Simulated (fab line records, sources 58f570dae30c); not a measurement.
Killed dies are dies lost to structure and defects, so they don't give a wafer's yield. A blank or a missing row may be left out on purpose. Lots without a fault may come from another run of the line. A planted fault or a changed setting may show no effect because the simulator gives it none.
Chamber matching | flow berkeley_cmos170 | UCB170_ACTIVE_ETCH_15 on rie_diel-04: 4 sister chambers
The step etches Si3N4 in CH3F/Ar/O2, stops on SiO2, target depth 242 nm, time 151 s. 4 wafers are shown with their chamber, then 8 later ones without.

WAFERS WITH THEIR CHAMBER
wafer  | chamber | throttle_valve_pct (%)
L860.5 | 0       | 8.03
L859.3 | 1       | 8.14
L859.4 | 2       | 7.76
L869.3 | 3       | 8.17

WAFERS WITHOUT THEIR CHAMBER
wafer  | throttle_valve_pct (%)
L869.4 | 7.76
L869.6 | 8.19
L875.2 | 8.18
L875.5 | 7.78
L875.6 | 8.15
L876.3 | 8.15
L876.5 | 8.02
L876.6 | 8.15

WHICH CHAMBER EACH WENT THROUGH
wafer  | from the rows above     | in truth
L869.4 | 2                       | 2
L869.6 | 3                       | 3
L875.2 | 3                       | 3
L875.5 | 2                       | 2
L875.6 | can't be placed: 1 or 3 | 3
L876.3 | can't be placed: 1 or 3 | 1
L876.5 | 0                       | 0
L876.6 | can't be placed: 1 or 3 | 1
Placed correctly: 5 of 8. Can't be placed from these rows: 3 (the true chamber is among the candidates in 3). Placed wrongly: 0.
How it was worked out, from the rows above alone: a wafer's distance from a chamber is the root of the sum, over the readings, of the square of ((its reading less the chamber's mean) divided by the reading's scatter). The wafer belongs to the nearest chamber; if the next one is less than 2 further off, it can't be placed. A chamber's mean is the mean of its shown wafers. The scatter: with one shown wafer a chamber, the root of the mean of the squares of how far each hidden wafer lies from its nearest shown one.
